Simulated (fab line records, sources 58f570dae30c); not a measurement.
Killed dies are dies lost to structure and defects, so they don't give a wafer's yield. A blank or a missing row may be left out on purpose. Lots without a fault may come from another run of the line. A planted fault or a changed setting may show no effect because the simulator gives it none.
Chamber matching | flow berkeley_cmos170 | UCB170_GATE_ETCH_15 on rie_si-02: 3 sister chambers
The step etches poly-Si in HBr/Cl2, stops on SiO2, time 56.3 s, target depth 278.2 nm. 6 wafers are shown with their chamber, then 5 later ones without.

WAFERS WITH THEIR CHAMBER
wafer  | chamber | throttle_valve_pct (%) | drypump_motor_current_A (A)
L307.6 | 3       | 26.64                  | 5.5
L311.5 | 3       | 26.65                  | 5.4
L320.3 | 2       | 25.86                  | 5.5
L323.2 | 2       | 25.85                  | 5.5
L323.3 | 1       | 26.41                  | 5.9
L323.6 | 1       | 26.40                  | 5.8

WAFERS WITHOUT THEIR CHAMBER
wafer  | throttle_valve_pct (%) | drypump_motor_current_A (A)
L325.1 | 26.41                  | 5.8
L325.2 | 25.86                  | 5.5
L325.5 | 25.86                  | 5.5
L329.3 | 26.65                  | 5.5
L329.6 | 26.40                  | 5.8

WHICH CHAMBER EACH WENT THROUGH
wafer  | from the rows above | in truth
L325.1 | 1                   | 1
L325.2 | 2                   | 2
L325.5 | 2                   | 2
L329.3 | 3                   | 3
L329.6 | 1                   | 1
Placed correctly: 5 of 5. Can't be placed from these rows: 0. Placed wrongly: 0.
How it was worked out, from the rows above alone: a wafer's distance from a chamber is the root of the sum, over the readings, of the square of ((its reading less the chamber's mean) divided by the reading's scatter). The wafer belongs to the nearest chamber; if the next one is less than 2 further off, it can't be placed. A chamber's mean is the mean of its shown wafers. The scatter: the root of (the sum of the squares of (reading less its chamber's mean) over the shown wafers, divided by (wafers less chambers)).
